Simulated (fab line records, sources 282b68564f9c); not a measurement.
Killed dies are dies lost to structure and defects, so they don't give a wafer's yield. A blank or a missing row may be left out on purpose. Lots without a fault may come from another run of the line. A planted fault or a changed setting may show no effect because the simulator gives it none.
Tool commonality check | flow rit_cmos | 14 lots, 42 wafers sampled

WHY IT WAS OPENED
At RIT_NRETRO_TW_MEAS_10 the reading NRETRO_TW is flagged on 2 of 14 lots. Wafers without a fault read 1059, standard deviation 4.7.
Rule: a lot is flagged when every wafer of it that has a number lies more than 4 standard deviations from that mean, or none has a number. The other lots count as sound.

lot  | measured    | on            | NRETRO_TW, wafer by wafer | flag
L802 | day 2 10:04 | film_metro-01 | 1052 1060 1051            |
L804 | day 2 16:26 | film_metro-04 | 1057 1063 1057            |
L805 | day 2 21:51 | film_metro-04 | 1059 1054 1063            |
L806 | day 3 03:25 | film_metro-04 | 1064 1061 1062            |
L809 | day 3 19:05 | film_metro-02 | 1326 1328 1314            | FLAGGED
L810 | day 3 23:58 | film_metro-04 | 1063 1066 1059            |
L811 | day 4 03:10 | film_metro-02 | 1065 1057 1056            |
L814 | day 4 20:34 | film_metro-01 | 1310 1314 1313            | FLAGGED
L819 | day 5 21:56 | film_metro-04 | 1056 1063 1058            |
L820 | day 6 01:47 | film_metro-04 | 1062 1058 1061            |
L821 | day 6 06:42 | film_metro-02 | 1059 1053 1057            |
L822 | day 6 12:47 | film_metro-01 | 1054 1057 1056            |
L823 | day 7 02:04 | film_metro-02 | 1069 1064 1063            |
L824 | day 7 02:18 | film_metro-02 | 1062 1063 1062            |
The numbers of the flagged lots are 1318 on average: +258 against the usual, or +55 standard deviations.

WHICH TOOL RAN EACH LOT
The record holds 1 process step before the reading, out of a route of 202 steps. In each cell: the tool, then ch and the chambers that the sampled wafers went through, then the start.
lot  | flag    | RIT_NRETRO_IMPLANT_08
L802 |         | implanter-04 ch 0, day 2 09:47
L804 |         | implanter-03 ch 0, day 2 16:08
L805 |         | implanter-03 ch 0, day 2 21:32
L806 |         | implanter-02 ch 0, day 3 03:05
L809 | FLAGGED | implanter-02 ch 0, day 3 18:27
L810 |         | implanter-04 ch 0, day 3 23:38
L811 |         | implanter-04 ch 0, day 4 02:52
L814 | FLAGGED | implanter-03 ch 0, day 4 19:58
L819 |         | implanter-03 ch 0, day 5 21:38
L820 |         | implanter-02 ch 0, day 6 01:30
L821 |         | implanter-03 ch 0, day 6 06:23
L822 |         | implanter-03 ch 0, day 6 12:29
L823 |         | implanter-03 ch 0, day 7 01:44
L824 |         | implanter-04 ch 0, day 7 01:58
What these steps do:
- RIT_NRETRO_IMPLANT_08
- RIT_NRETRO_TW_MEAS_10

FLAGGED OVER TOTAL, TOOL BY TOOL (the gauges that took the reading come last)
step                  | tool          | lots run | flagged | share of the flagged lots | sound lots run after its first flagged lot
RIT_NRETRO_IMPLANT_08 | implanter-02  | 3        | 1       | some                      | 1 (L820)
RIT_NRETRO_IMPLANT_08 | implanter-03  | 7        | 1       | some                      | 4 (L819,L821,L822,L823)
RIT_NRETRO_IMPLANT_08 | implanter-04  | 4        | 0       | none                      | -
RIT_NRETRO_TW_MEAS_10 | film_metro-01 | 3        | 1       | some                      | 1 (L822)
RIT_NRETRO_TW_MEAS_10 | film_metro-02 | 5        | 1       | some                      | 4 (L811,L821,L823,L824)
RIT_NRETRO_TW_MEAS_10 | film_metro-04 | 6        | 0       | none                      | -

WHAT THE TABLE ALLOWS
No row of the table ran every flagged lot.

WHAT THE SIMULATOR HAD PUT IN
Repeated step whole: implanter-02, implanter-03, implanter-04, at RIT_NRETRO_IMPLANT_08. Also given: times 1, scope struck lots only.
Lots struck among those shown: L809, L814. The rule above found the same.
